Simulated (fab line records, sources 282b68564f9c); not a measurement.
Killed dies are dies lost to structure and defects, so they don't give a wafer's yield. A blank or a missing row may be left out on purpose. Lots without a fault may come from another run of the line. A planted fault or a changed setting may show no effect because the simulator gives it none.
A struck lot beside a sound one | flow rit_cmos | 15 steps out of a route of 202
Sound: wafers L191.2, L191.4, L191.5. Struck: wafers L202.1, L202.5. (L202.6 of the same lot was not struck and is left out.) The cause comes at the end.
At each step with rows: each side's tool, then ch and its chambers, then its first start. Under that, the readings that differ: sound wafers | struck wafers | difference of the means | sigmas: that difference in standard deviations of wafers without a fault.
alike: readings whose means differ by less than 2 such deviations, and words and numbers that are the same on both sides. not compared: withheld readings, readings that some wafer has no value for, bounds like >300 that may hide the same value, and numbers for which the record gives no deviation and whose values overlap.
The two part at a step that has a row with sigmas, a row that says differs or no value, or rows on one side only. Numbers that don't overlap but have no deviation are shown without sigmas and don't part them. A reading that every wafer of one side lacks parts them only if that side has two wafers or more.

RIT_CONTACT_CVD_00: deposits SiO2 from TEOS, target thk 400 nm, time 63.48 s.
  sound on pecvd-02 ch 1,2, day 3 15:01; struck on pecvd-03 ch 1,2, day 5 23:31
  alike: heater_power_w
  not compared: since_wet_clean_h
RIT_CONTACT_THK_MEAS_01:
  sound on film_metro-04, day 3 15:05; struck on film_metro-04, day 5 23:35
  alike: CONTACT_TEOS_THK
then, 6 steps without rows for these wafers: RIT_CONTACT_HMDS_02 (prime time 60 s); RIT_CONTACT_COAT_03 (resist thk 1000 nm); RIT_CONTACT_SOFTBAKE_04 (time 60 s); RIT_CONTACT_EXPOSE_05 (exposes mask M11, target cd 1000 nm); RIT_CONTACT_PEB_06; RIT_CONTACT_DEVELOP_07 (develop time 120 s).
RIT_CONTACT_CD_MEAS_08: target cd 1000 nm.
  sound on cd_sem-02, day 3 16:07; struck on cd_sem-01, day 6 00:41
  alike: cd_nm
RIT_CONTACT_OVL_MEAS_09:
  sound on overlay-01, day 3 16:13; struck on overlay-02, day 6 00:48
  alike: CONTACT_OVL
then, 1 step without rows for these wafers: RIT_CONTACT_HARDBAKE_10 (time 60 s).
RIT_CONTACT_ETCH_11: etches SiO2 in CHF3/CF4/Ar, stops on TiSi2, target depth 480 nm, time 320 s.
  sound on rie_diel-04 ch 1,2, day 3 16:24; struck on rie_diel-03 ch 0, day 6 00:59
  alike: chamber_pressure_mTorr, drypump_motor_current_A, oes_product_au, throttle_valve_pct
  not compared: rf_hours_counter_h
RIT_CONTACT_STRIP_12: strips in O2, time 180 s.
  sound on plasma_asher-02 ch 0,1, day 3 16:36; struck on plasma_asher-02 ch 1, day 6 01:11
  reading          | sound             | struck      | difference | sigmas
  run_length_s (s) | 208.9 207.3 209.2 | 232.7 233.0 | +24.4      | +42
  alike: chamber_pressure_mTorr, drypump_motor_current_A
  not compared: rf_hours_counter_h
RIT_CONTACT_CD_MEAS_90: target cd 1000 nm.
  sound on cd_sem-01, day 3 16:47; struck on cd_sem-01, day 6 01:22
  alike: cd_nm
RIT_M1_PROBE_99:
  sound on prober-01, day 3 21:20; struck on prober-01, day 6 06:09
  alike: killed_at_contacts, killed_at_front_end, killed_dies, killed_open, killed_short

WHERE THEY PART
Only at RIT_CONTACT_STRIP_12, within this record. Later steps at which nothing parts them and some readings are alike: RIT_CONTACT_CD_MEAS_90, RIT_M1_PROBE_99.

WHY: what the simulator had put in
Process parameter drift: plasma_asher-02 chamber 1, from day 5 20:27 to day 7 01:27, at RIT_CONTACT_STRIP_12. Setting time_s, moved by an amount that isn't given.
